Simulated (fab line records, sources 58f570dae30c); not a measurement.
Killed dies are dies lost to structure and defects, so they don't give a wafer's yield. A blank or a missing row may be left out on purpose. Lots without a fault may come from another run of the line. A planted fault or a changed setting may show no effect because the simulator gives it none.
fab line records | flow berkeley_cmos170
record lots=15 wafers=45 last_day=13
route steps=331 shown NWELL@27 GATE@131 V1@265 V2@295
lots that met no fault: from a run of the same line without faults
start_h: hours from the record's first day to the start of the lot's first wafer shown | wait_h: hours since the lot's step before | " the same as in the row above | L1.1+2: a row that stands for several wafers | - no value, or no start given | * or withheld: withheld | < > ~ a bound
route shown NAME@n: a module of which the file shows steps, and the number in the route of the first | usual: mean/standard deviation of fault-free wafers | same: alike in all rows | chamber/n: place in a boat | sites: the reading at each site | _std_site: their standard deviation | _edge_site: outer sites' mean less inner sites' | radius_mm: how far each site lies from the wafer's centre | mask NAME#n: copy n | behind: the tool/chamber that last shaped the wafer | hold: why the lot was held/for how many hours/how that ended | device: the transistor (n, p or np) that didn't switch | end of line: the same wafers' tests at the end of the route | a step without rows: its recipe alone | killed: dies lost to structure and defects at the first sort, not the wafer's yield | map: a wafer's dies, x killed, . not, _ none there
set.NAME: the setting as run; set.NAME@STEP: as run at that earlier step | model.NAME: the simulator's own value behind a step, which no gauge read
steps of the route over a sample of lots; a table a step, a row a wafer
services: from which hour (start_h, from the record's first day; less than 0 if before it) a tool's chamber was out of use, for how many hours, and why
## steps
# step UCB170_NWELL_ETCH_13
# recipe chemistry=CH3F/Ar/O2 target=Si3N4 stop_on=SiO2 CH3F_flow_sccm=20 Ar_flow_sccm=50 O2_flow_sccm=7 pressure_mtorr=50 rf_w=450 target_depth_a=2464 over_etch_frac=0.1 time_s=154
# usual CH3F_flow_sccm=20.00/0.059 drypump_motor_current_A=5.7/0.47 oes_product_au=0.939/0.016 throttle_valve_pct=8.12/0.15
# columns lot.wafer tool chamber start_h wait_h CH3F_flow_sccm drypump_motor_current_A oes_product_au rf_hours_counter_h throttle_valve_pct
L589.3 rie_diel-03 2 40.91 0.0 20.04 5.5 0.961 6 7.82
L589.5 " 1 " " 20.02 6.4 0.929 - 8.26
L589.6 " 2 " " 20.05 5.5 0.959 - 7.81
L590.1 rie_diel-03 2 41.67 0.0 20.01 5.5 0.953 6 7.82
L590.3 " 0 " " 19.87 5.7 0.927 139 8.03
L590.6 " 2 " " 19.96 5.5 0.960 - 7.82
L592.1 rie_diel-01 1 49.33 0.0 20.05 5.1 0.952 46 7.98
L592.4 " 0 " " 20.04 4.9 0.924 149 8.35
L592.6 " 1 " " 20.01 5.1 0.950 - 7.99
L593.1 rie_diel-04 1 49.43 0.0 19.97 6.2 0.947 146 8.17
L593.3 " 0 " " 20.03 5.8 0.923 57 7.99
L593.4 " 2 " " 19.86 5.2 0.958 136 7.97
L596.2 rie_diel-01 1 72.19 0.0 20.04 5.1 0.944 47 7.98
L596.3 " 0 " " 20.04 4.9 0.928 150 8.32
L596.5 " 2 " " 19.95 5.9 0.924 - 8.22
L598.1 rie_diel-03 2 80.07 0.0 20.04 5.5 0.960 8 7.82
L598.3 " 3 " " 19.99 6.6 0.962 37 8.25
L598.4 " 1 " " 19.97 6.4 0.928 7 8.27
L599.1 rie_diel-01 2 90.72 0.0 19.93 5.9 0.921 116 8.23
L599.2 " 3 " " 19.99 5.7 0.912 8 8.33
L599.3 " 0 " " 19.94 4.9 0.922 151 8.32
L603.1 rie_diel-04 1 107.85 0.0 19.98 6.2 0.932 148 8.14
L603.3 " 0 " " 19.94 5.7 0.919 59 7.98
L603.6 " 3 " " 20.00 5.6 0.936 - 8.15
L604.1 rie_diel-03 1 107.88 0.0 20.10 6.5 0.931 8 8.26
L604.3 " 3 " " 19.92 6.6 0.949 37 8.27
L604.6 " 3 " " 19.99 6.6 0.955 - 8.27
L607.1 rie_diel-03 1 121.68 0.0 19.96 6.4 0.940 9 8.27
L607.2 " 3 " " 19.98 6.5 0.955 38 8.26
L607.3 " 2 " " 20.11 5.5 0.957 8 7.81
L608.2 rie_diel-04 1 130.40 0.0 20.06 6.2 0.943 149 8.16
L608.3 " 0 " " 19.95 5.7 0.930 60 7.99
L608.5 " 3 " " 20.01 5.6 0.951 - 8.15
L609.1 rie_diel-03 0 130.64 0.0 19.93 5.7 0.914 143 8.04
L609.2 " 2 " " 20.01 5.5 0.964 9 7.83
L609.3 " 3 " " 19.98 6.6 0.958 39 8.24
L610.1 rie_diel-04 2 142.44 0.0 20.05 5.2 0.962 141 7.98
L610.3 " 1 " " 20.01 6.2 0.956 150 8.16
L610.6 " 3 " " 19.98 5.6 0.952 - 8.15
L611.2 rie_diel-01 0 142.77 0.0 20.12 4.9 0.931 154 8.33
L611.3 " 3 " " 20.07 5.8 0.927 10 8.35
L611.4 " 2 " " 19.96 5.9 0.929 118 8.21
L612.2 rie_diel-01 1 153.21 0.0 19.95 5.2 0.942 52 7.98
L612.4 " 3 " " 19.82 5.8 0.905 11 8.34
L612.5 " 3 " " 20.00 5.7 0.926 - 8.32
# step UCB170_GATE_THK_MEAS_05
# recipe reads=poly-Si_of_GATE_CVD_04
# usual GATE_POLY_THK=213.5/2.3
# columns lot.wafer tool chamber start_h wait_h GATE_POLY_THK[nm]
L589.3 film_metro-03 - 142.98 0.1 217.7
L589.5 " - " " 216.8
L589.6 " - " " 215.2
L592.1 film_metro-02 - 149.28 0.0 211.1
L592.4 " - " " 212.0
L592.6 " - " " 211.8
L593.1 film_metro-04 - 149.31 0.0 210.9
L593.3 " - " " 211.6
L593.4 " - " " 212.7
L590.1 film_metro-02 - 149.34 0.1 211.5
L590.3 " - " " 210.9
L590.6 " - " " 212.5
L596.2 film_metro-03 - 171.33 0.0 216.7
L596.3 " - " " 213.7
L596.5 " - " " 214.8
L598.1 film_metro-02 - 181.94 0.0 213.1
L598.3 " - " " 213.4
L598.4 " - " " 213.5
L599.1 film_metro-04 - 204.61 0.0 210.6
L599.2 " - " " 210.9
L599.3 " - " " 212.3
L604.1 film_metro-02 - 216.49 0.0 213.6
L604.3 " - " " 211.9
L604.6 " - " " 212.8
L603.1 film_metro-03 - 216.51 0.0 216.0
L603.3 " - " " 215.4
L603.6 " - " " 214.0
L607.1 film_metro-04 - 228.66 0.0 215.9
L607.2 " - " " 212.5
L607.3 " - " " 214.0
L609.1 film_metro-04 - 236.90 0.0 212.7
L609.2 " - " " 213.7
L609.3 " - " " 213.4
L608.2 film_metro-02 - 236.91 0.0 213.9
L608.3 " - " " 214.8
L608.5 " - " " 214.8
L610.1 film_metro-04 - 251.03 0.0 209.7
L610.3 " - " " 211.2
L610.6 " - " " 212.5
L611.2 film_metro-02 - 251.04 0.0 208.6
L611.3 " - " " 211.3
L611.4 " - " " 209.3
L612.2 film_metro-02 - 262.14 0.0 213.1
L612.4 " - " " 214.5
L612.5 " - " " 212.2
# step UCB170_V1_DEVELOP_11
# recipe developer=TMAH develop_time_s=45 resist=KrF dev_temp_c=21
# usual chill_plate_temp_C=23.00/0.11 develop_time_s=45/0 developer_temp_C=21.03/0.11 exhaust_pa=44.9/0.95
# columns lot.wafer tool chamber start_h wait_h chill_plate_temp_C develop_time_s developer_temp_C exhaust_pa
L589.3 litho_track-03 0 172 - 22.89 45 20.93 45.4
L589.5 " 0 " " 22.87 45 21.18 44.8
L589.6 " 0 " " 22.82 45 20.98 45.8
L592.1 litho_track-03 0 175 - 23.01 45 21.00 45.8
L592.4 " 0 " " 22.88 45 21.02 45.2
L592.6 " 0 " " 22.95 45 21.03 45.1
L590.1 litho_track-02 0 177 - 22.90 45 21.15 45.1
L590.3 " 0 " " 22.99 45 21.11 44.8
L590.6 " 0 " " 22.93 45 21.16 44.9
L593.1 litho_track-04 0 178 - 23.03 45 21.15 43.8
L593.3 " 0 " " 22.87 45 20.92 44.8
L593.4 " 0 " " 22.98 45 20.98 43.9
L596.2 litho_track-04 0 203 - 23.16 45 20.90 44.9
L596.3 " 0 " " 22.81 45 20.94 44.8
L596.5 " 0 " " 22.84 45 20.84 43.9
L598.1 litho_track-02 0 214 - 23.14 45 21.02 46.5
L598.3 " 0 " " 23.12 45 20.92 46.7
L598.4 " 0 " " 23.09 45 20.96 45.7
L599.1 litho_track-04 0 237 - 23.07 45 21.03 44.6
L599.2 " 0 " " 22.89 45 21.13 45.1
L599.3 " 0 " " 22.99 45 21.09 45.4
L604.1 litho_track-03 0 249 - 23.11 45 20.97 46.2
L604.3 " 0 " " 23.21 45 20.95 45.7
L604.6 " 0 " " 23.16 45 20.90 44.2
L603.1 litho_track-03 0 251 - 22.96 45 20.90 45.2
L603.3 " 0 252 - 23.05 45 21.10 43.6
L603.6 " 0 " " 23.00 45 20.98 44.5
L607.1 litho_track-02 - 258 - - - - -
L607.2 " - " " - - - -
L607.3 " - " " - - - -
L608.2 litho_track-02 - 266 - - - - -
L608.3 " - " " - - - -
L608.5 " - " " - - - -
L609.1 litho_track-02 - 266 - - - - -
L609.2 " - " " - - - -
L609.3 " - " " - - - -
L611.2 litho_track-02 0 279 - 23.02 45 21.08 43.8
L611.3 " 0 " " 23.09 45 20.97 44.2
L611.4 " 0 " " 23.12 45 21.13 43.4
L610.1 litho_track-02 0 281 - 23.07 45 20.90 45.7
L610.3 " 0 " " 23.17 45 20.76 45.2
L610.6 " 0 " " 23.06 45 21.04 44.1
L612.2 litho_track-03 0 292 - 22.99 45 21.06 43.7
L612.4 " 0 " " 22.95 45 21.00 43.2
L612.5 " 0 " " 22.99 45 21.18 44.8
# step UCB170_V2_BOW_MEAS_03
# recipe mode=bow
# usual V2_BOW=36/6.8
# columns lot.wafer tool chamber start_h wait_h V2_BOW[um]
L589.3 film_metro-02 - 176.57 0.2 35
L589.5 " - " " 43
L589.6 " - " " 29
L592.1 film_metro-03 - 180.06 0.1 37
L592.4 " - " " 37
L592.6 " - " " 39
L590.1 film_metro-04 - 183.70 0.1 33
L590.3 " - " " 43
L590.6 " - " " 19
L593.1 film_metro-03 - 184.00 0.1 34
L593.3 " - " " 34
L593.4 " - " " 37
L596.2 film_metro-02 - 207.16 0.1 35
L596.3 " - " " 36
L596.5 " - " " 37
L598.1 film_metro-04 - 217.83 0.1 32
L598.3 " - " " 35
L598.4 " - " " 30
L599.1 film_metro-04 - 241.26 0.2 41
L599.2 " - " " 39
L599.3 " - " " 35
L604.1 film_metro-03 - 253.45 0.1 42
L604.3 " - " " 33
L604.6 " - " " 15
L603.1 film_metro-02 - 256.33 0.1 33
L603.3 " - " " 28
L603.6 " - " " 45
L611.2 film_metro-04 - 283.39 0.3 36
L611.3 " - " " 39
L611.4 " - " " 33
L610.1 film_metro-04 - 285.42 0.1 40
L610.3 " - " " 36
L610.6 " - " " 44
L612.2 film_metro-03 - 296.23 0.2 34
L612.4 " - " " 40
L612.5 " - " " 32
## services
# columns tool chamber start_h hours kind
rie_diel-03 3 21.93 3.5 repair
rie_diel-04 1 83.92 3.8 repair
rie_diel-03 2 96.01 25.6 repair
rie_diel-04 3 143.84 4.8 repair
rie_diel-01 0 158.61 - clean
rie_diel-01 0 158.61 16.3 scheduled_down
rie_diel-01 0 158.61 16.3 vent_cycle
rie_diel-04 1 175.18 - clean
rie_diel-04 1 175.18 12.0 scheduled_down
rie_diel-04 1 175.18 12.0 vent_cycle
rie_diel-01 3 188.00 1.7 repair
rie_diel-03 0 192.02 - clean
rie_diel-03 0 192.02 20.5 scheduled_down
rie_diel-03 0 192.02 20.5 vent_cycle
rie_diel-04 2 219.34 - clean
rie_diel-04 2 219.34 25.7 scheduled_down
rie_diel-04 2 219.34 25.7 vent_cycle
rie_diel-01 - 229.87 1.3 repair
rie_diel-03 1 253.49 6.5 repair
litho_track-03 - 262.31 - consumable_replace:filter
rie_diel-04 2 269.22 2.6 repair
rie_diel-03 0 276.37 4.4 repair
rie_diel-04 2 276.75 3.3 repair
## key
first_sign step=UCB170_V1_DEVELOP_11 reading=tool_record direction=missing
effect none on later readings
met_at UCB170_V1_DEVELOP_11
struck_lots L607,L608,L609
later_rows_left_out L607.1,L607.2,L607.3,L608.2,L608.3,L608.5,L609.1,L609.2,L609.3
sort_left_out L607.1,L607.2,L607.3,L608.2,L608.3,L608.5,L609.1,L609.2,L609.3
not_acting_at UCB170_NWELL_ETCH_13,UCB170_GATE_THK_MEAS_05,UCB170_V2_BOW_MEAS_03
onset_between 214 258
fault kind=skipped_step_whole tool=litho_track-02 chamber=- onset_h=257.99 steps=UCB170_V1_DEVELOP_11 scope=struck_lots_only
# sort_left_out: the simulated sort isn't trusted on such a fault, so these wafers' sort isn't shown, and their yield isn't known
# later_rows_left_out: the simulator's readings of these wafers behind a module that went badly wrong aren't trusted and aren't shown, but for the sort
